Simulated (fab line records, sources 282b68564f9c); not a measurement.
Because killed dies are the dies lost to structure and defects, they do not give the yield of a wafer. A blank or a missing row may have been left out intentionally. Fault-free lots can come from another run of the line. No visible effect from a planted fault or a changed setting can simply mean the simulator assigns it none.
fab line records ; flow ritCmos
record lots=5; wafers=15; lastDay=6
route steps=202 shown PLDD@122 SPACER@125 NSD@131 M1@202
lots with no fault: from the same line, run without faults
startH: hours from the record's opening day to when the first of the lot's shown wafers began ; waitH: hours since the lot's step before ; " unchanged from the row above ; L1.1+2: a row that stands for several wafers ; - no value present, or no start provided ; * or withheld: withheld ; < > ~ a bound
route shown NAME@n: names a module that has steps shown in the file, with the first one's number in the route ; usual: average and standard deviation across the fault-free wafers ; same: alike in all rows ; chamber/n: place in a boat ; sites: each site's reading ; _std_site: standard deviation of those values ; _edge_site: inner sites' mean taken away from outer sites' mean ; radiusMm: for every site, how far away it sits from the centre of the wafer ; mask NAME#n: copy n ; behind: the tool/chamber that last shaped the wafer ; hold: why the lot went on hold/how many hours it stayed there/how the hold came to an end ; device: whichever transistor did not switch (one of n, p or np) ; end of line: the route-end tests of the same wafers ; a step with no rows: only its recipe ; killed: not the wafer's yield, but the dies lost to structure and defects at the first sort ; map: a wafer's dies, marking killed ones x, the rest . and places with no die _
set.NAME: setting as actually run; set.NAME@STEP: the setting as run at that earlier step ; model.NAME: the simulator's own value behind a step, which no gauge read
lots at selected steps of the route; one table per step, one row per wafer
services: when a tool's chamber went out of use (startH, in hours from the record's first day, below 0 if earlier), for how many hours, and the reason
## steps
# step RIT_PLDD_IMPLANT_08
# recipe species=BF2; energyKev=20; doseCm2=9e+14; tiltDeg=7
# step RIT_PLDD_STRIP_09
# recipe chemistry=O2; timeS=180; resist=NOVOLAK; platenTempC=withheld; powerW=500; pressureMtorr=4000; o2FlowSccm=4000
# usual chamberPressureMTorr=4000/3.6; drypumpMotorCurrentA=5.6/0.31
lot.wafer;tool;chamber;startH;waitH;chamberPressureMTorr;drypumpMotorCurrentA;rfHoursCounterH
L543.2;plasmaAsher-03;1;66.38;0.1;4003;5.2;42
L543.5;plasmaAsher-03;1;66.38;0.1;4003;5.2;-
L543.6;plasmaAsher-03;0;66.38;0.1;4001;5.3;-
L548.2;plasmaAsher-02;0;92.36;0.1;3994;5.7;43
L548.4;plasmaAsher-02;1;92.36;0.1;3993;6.0;-
L548.6;plasmaAsher-02;0;92.36;0.1;3996;5.7;-
L555.2;plasmaAsher-03;0;122.98;0.1;3998;5.3;0
L555.3;plasmaAsher-03;0;122.98;0.1;3993;5.3;-
L555.4;plasmaAsher-03;1;122.98;0.1;3994;5.2;-
L556.3;plasmaAsher-04;0;125.65;0.1;4008;5.9;-
L556.5;plasmaAsher-04;0;125.65;0.1;3991;5.9;-
L556.6;plasmaAsher-04;1;125.65;0.1;3998;5.8;-
L558.4;plasmaAsher-02;1;138.05;0.1;4000;6.0;-
L558.5;plasmaAsher-02;0;138.05;0.1;3996;5.7;-
L558.6;plasmaAsher-02;1;138.05;0.1;3999;6.0;-
# step RIT_PLDD_TW_MEAS_10
# usual PLDD_TW=2340/9.9
lot.wafer;tool;chamber;startH;waitH;PLDD_TW
L543.2;filmMetro-04;-;66.56;0.1;2328
L543.5;filmMetro-04;-;66.56;0.1;2345
L543.6;filmMetro-04;-;66.56;0.1;2340
L548.2;filmMetro-03;-;92.54;0.1;2343
L548.4;filmMetro-03;-;92.54;0.1;2331
L548.6;filmMetro-03;-;92.54;0.1;2344
L555.2;filmMetro-04;-;123.17;0.1;2349
L555.3;filmMetro-04;-;123.17;0.1;2343
L555.4;filmMetro-04;-;123.17;0.1;2362
L556.3;filmMetro-02;-;125.79;0.1;2340
L556.5;filmMetro-02;-;125.79;0.1;2351
L556.6;filmMetro-02;-;125.79;0.1;2360
L558.4;filmMetro-03;-;138.20;0.1;2334
L558.5;filmMetro-03;-;138.20;0.1;2327
L558.6;filmMetro-03;-;138.20;0.1;2322
# step RIT_SPACER_CLEAN_00
# recipe chemistry=SC1; mix=3:3:50; timeS=623.6; tempC=75
# step RIT_SPACER_CLEAN_01
# recipe chemistry=dHF; dilution=50:1; timeS=30
# step RIT_SPACER_CLEAN_02
# recipe chemistry=SC2; mix=3:3:50; timeS=600; tempC=75; dry=n2Spin
# step RIT_SPACER_CVD_03
# recipe material=Si3N4; targetThkNm=250; tempC=810; precursor=SiH2Cl2/NH3; timeS=3300; pressureMtorr=300; sih2cl2FlowSccm=60; nh3FlowSccm=150
# step RIT_SPACER_THK_MEAS_04
# recipe reads=Si3N4_of_SPACER_CVD_03
# usual SPACER_NITRIDE_THK=250.0/2.2
lot.wafer;tool;chamber;startH;waitH;SPACER_NITRIDE_THK[nm]
L543.2;filmMetro-01;-;68.94;0.0;251.4
L543.5;filmMetro-01;-;68.94;0.0;249.7
L543.6;filmMetro-01;-;68.94;0.0;249.7
L548.2;filmMetro-04;-;94.89;0.0;249.7
L548.4;filmMetro-04;-;94.89;0.0;251.3
L548.6;filmMetro-04;-;94.89;0.0;250.2
L555.2;filmMetro-03;-;126.42;0.0;251.9
L555.3;filmMetro-03;-;126.42;0.0;252.4
L555.4;filmMetro-03;-;126.42;0.0;251.1
L556.3;filmMetro-01;-;128.16;0.0;247.3
L556.5;filmMetro-01;-;128.16;0.0;248.3
L556.6;filmMetro-01;-;128.16;0.0;249.3
L558.4;filmMetro-03;-;140.54;0.0;248.7
L558.5;filmMetro-03;-;140.54;0.0;247.1
L558.6;filmMetro-03;-;140.54;0.0;249.3
# step RIT_SPACER_ETCHBACK_05
# recipe targetDepthA=2500; SF6_flow_sccm=30; CHF3_flow_sccm=30; target=Si3N4; chemistry=SF6/CHF3; pressureMtorr=40; rfW=250; timeS=240; stopOn=SiO2
# usual chamberPressureMTorr=40.00/0.036; drypumpMotorCurrentA=5.7/0.56; oesProductAu=0.845/0.013; throttleValvePct=10.26/0.14
lot.wafer;tool;chamber;startH;waitH;chamberPressureMTorr;drypumpMotorCurrentA;oesProductAu;rfHoursCounterH;throttleValvePct
L543.2;rieDiel-01;0;68.99;0.0;39.98;5.9;0.854;1;10.06
L543.5;rieDiel-01;3;68.99;0.0;39.96;6.6;0.845;-;10.32
L543.6;rieDiel-01;0;68.99;0.0;40.00;5.9;0.848;-;10.05
L548.2;rieDiel-02;3;94.94;0.0;40.06;6.0;0.824;7;10.23
L548.4;rieDiel-02;3;94.94;0.0;39.98;6.0;0.831;-;10.24
L548.6;rieDiel-02;1;94.94;0.0;40.06;4.9;0.842;-;10.35
L555.2;rieDiel-02;2;126.47;0.0;40.04;5.3;0.862;0;10.23
L555.3;rieDiel-02;0;126.47;0.0;39.97;6.3;0.858;84;10.29
L555.4;rieDiel-02;0;126.47;0.0;40.03;6.3;0.853;-;10.30
L556.3;rieDiel-01;2;128.20;0.0;39.93;6.1;0.822;93;10.37
L556.5;rieDiel-01;2;128.20;0.0;39.96;6.2;0.826;-;10.38
L556.6;rieDiel-01;1;128.20;0.0;40.01;5.6;0.834;-;10.03
L558.4;rieDiel-01;0;140.57;0.0;40.00;5.9;0.841;1;10.07
L558.5;rieDiel-01;2;140.57;0.0;40.03;6.2;0.827;-;10.38
L558.6;rieDiel-01;1;140.57;0.0;40.01;5.6;0.835;-;10.02
# step RIT_NSD_HMDS_00
# recipe primeTimeS=60; primeTempC=140
# step RIT_NSD_COAT_01
# recipe resist=NOVOLAK; spinRpm=3250; resistThkNm=1000
# step RIT_NSD_SOFTBAKE_02
# recipe resist=NOVOLAK; tempC=90; timeS=60
# step RIT_NSD_EXPOSE_03
# recipe maskId=M9; na=0.57; targetCdNm=40700; doseMj=250
lot.wafer;tool;chamber;startH;waitH;mask
L543.2+5+6;ilineStepper-02;0;69.73;0.2;M9_R1#0
L548.2+4+6;ilineStepper-02;0;95.55;0.1;M9#0
L555.2+3+4;ilineStepper-02;0;127.09;0.1;M9#0
L556.3+5+6;ilineStepper-01;0;129.10;0.2;M9#0
L558.4+5+6;ilineStepper-02;0;141.36;0.2;M9#0
# step RIT_NSD_PEB_04
# recipe resist=NOVOLAK; tempC=withheld; timeS=withheld
# step RIT_M1_PROBE_99
# usual killedAtContacts=0.1/0.3; killedAtFrontEnd=6.7/2.6; killedDies=6.8/2.6; killedOpen=3.3/1.7; killedShort=3.4/2
# same grossDies=264; killed_at_M0_to_M3=0; killed_at_M4_up=0; killedAtBackSide=0; killedAtOther=0
lot.wafer;tool;chamber;startH;waitH;killedAtContacts;killedAtFrontEnd;killedDies;killedOpen;killedShort;model.etest.selectEdgeDiodeN.leakLog10A
L543.2;prober-02;-;79.96;0.1;0;4;4;2;2;-5.859
L543.5;prober-02;-;80.11;0.2;0;12;12;7;5;-5.227
L543.6;prober-02;-;80.16;0.2;0;5;5;1;4;-5.636
L548.2;prober-02;-;106.59;0.1;0;5;5;1;2;-9.531
L548.4;prober-02;-;106.69;0.2;0;8;8;3;4;-9.821
L548.6;prober-02;-;106.79;0.2;0;11;11;5;6;-9.828
L555.2;prober-01;-;137.52;0.1;0;6;6;3;3;-10
L555.3;prober-01;-;137.57;0.2;0;3;3;1;1;-9.828
L555.4;prober-01;-;137.62;0.2;0;13;13;7;6;-9.861
L556.3;prober-01;-;139.73;0.2;0;8;8;4;4;-9.623
L556.5;prober-01;-;139.83;0.2;0;7;7;3;4;-9.669
L556.6;prober-01;-;139.88;0.2;0;4;4;2;2;-9.85
L558.4;prober-01;-;151.87;0.2;1;6;7;2;5;-9.771
L558.5;prober-01;-;151.92;0.2;0;6;6;4;2;-9.78
L558.6;prober-01;-;151.97;0.2;0;6;6;4;2;-9.765
# killed by level:class
L543.2 FOX2:geometricParticle:open=2 SPACER:geometricParticle:short=2
L543.5 GATE:geometricParticle:open=4 GATE:geometricParticle:short=2 SILICIDE:geometricParticle:short=2 ACTIVE:geometricParticle:open=1 FOX1:geometricParticle:open=1 REOX:geometricParticle:open=1 SPACER:geometricParticle:short=1
L543.6 GATE:geometricParticle:short=2 SPACER:geometricParticle:short=1 REOX:geometricParticle:open=1 SILICIDE:geometricParticle:short=1
L548.2 PWELL:coatMicrobubblePrinted=2 GATE:geometricParticle:open=1 GATE:geometricParticle:short=1 REOX:geometricParticle:short=1
L548.4 GATE:geometricParticle:short=2 REOX:geometricParticle:open=2 FOX2:geometricParticle:short=1 GATE:geometricParticle:open=1 REOX:geometricParticle:short=1 PWELL:coatMicrobubblePrinted=1
L548.6 FOX1:geometricParticle:short=2 REOX:geometricParticle:open=2 REOX:geometricParticle:short=2 FOX2:geometricParticle:open=1 GATE:geometricParticle:short=1 GATE:geometricParticle:open=1 SPACER:geometricParticle:open=1 SPACER:geometricParticle:short=1
L555.2 GATE:geometricParticle:short=2 FOX1:geometricParticle:open=1 REOX:geometricParticle:open=1 SPACER:geometricParticle:open=1 SILICIDE:geometricParticle:short=1
L555.3 REOX:geometricParticle:open=1 SILICIDE:geometricParticle:short=1 PSD:coatMicrobubblePrinted=1
L555.4 GATE:geometricParticle:short=3 GATE:geometricParticle:open=3 REOX:geometricParticle:short=2 REOX:geometricParticle:open=2 FOX1:geometricParticle:short=1 FOX1:geometricParticle:open=1 SILICIDE:geometricParticle:open=1
L556.3 GATE:geometricParticle:short=3 REOX:geometricParticle:open=2 FOX2:geometricParticle:short=1 GATE:geometricParticle:open=1 SPACER:geometricParticle:open=1
L556.5 GATE:geometricParticle:short=2 SPACER:geometricParticle:open=2 FOX1:geometricParticle:short=1 GATE:geometricParticle:open=1 REOX:geometricParticle:short=1
L556.6 FOX1:geometricParticle:open=2 FOX2:geometricParticle:short=1 GATE:geometricParticle:short=1
L558.4 GATE:geometricParticle:short=3 FOX1:geometricParticle:open=1 FOX2:geometricParticle:short=1 GATE:geometricParticle:open=1 CONTACT:geometricParticle:short=1
L558.5 FOX1:geometricParticle:open=2 FOX1:geometricParticle:short=1 GATE:geometricParticle:open=1 GATE:geometricParticle:short=1 SPACER:geometricParticle:open=1
L558.6 SPACER:geometricParticle:open=2 FOX2:geometricParticle:short=1 GATE:geometricParticle:open=1 REOX:geometricParticle:open=1 SILICIDE:geometricParticle:short=1
## services
tool;chamber;startH;hours;kind
rieDiel-02;3;45.81;6.1;repair
plasmaAsher-04;-;62.96;15.9;pm
plasmaAsher-02;-;67.06;1.2;repair
ilineStepper-02;-;70.56;2.1;repair
ilineStepper-01;-;84.15;8.8;repair
ilineStepper-01;-;84.47;8.8;repair
rieDiel-02;2;84.55;-;clean
rieDiel-02;2;84.55;20.4;scheduledDown
rieDiel-02;2;84.55;20.4;ventCycle
rieDiel-01;0;92.51;5.3;repair
plasmaAsher-03;-;107.08;5.2;repair
plasmaAsher-03;-;112.27;9.0;pm
plasmaAsher-03;0;112.27;9.0;ventCycle
plasmaAsher-03;1;112.27;9.0;ventCycle
ilineStepper-01;-;117.68;2.5;repair
rieDiel-02;3;121.12;15.6;repair
plasmaAsher-03;0;121.27;-;clean
plasmaAsher-03;1;121.27;-;clean
rieDiel-02;1;122.91;2.9;repair
ilineStepper-02;0;132.33;-;calibration
rieDiel-02;-;137.36;2.8;pm
## key
firstSign step=RIT_NSD_EXPOSE_03; reading=mask; direction=changed
effect none on later readings
modelEffect step=RIT_M1_PROBE_99; value=etest.selectEdgeDiodeN.leakLog10A; without=-9.747; struck=-5.574
metAt RIT_NSD_EXPOSE_03
struckWafers L543.2,L543.5,L543.6
testerLeftOut L543
fault kind=wrongMask; tool=any; chamber=-; onsetH=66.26; steps=RIT_NSD_EXPOSE_03; auxCopy=M9_R1#0; cdOffsetNm=-350; scope=struckLotsOnly
# testerLeftOut: of these lots the tester's yield and bins aren't shown, on N5 and GAA mostly nor the transistor test; their killed dies are dies lost to structure and defects alone, not to doping, threshold or leakage, so they don't give the yield
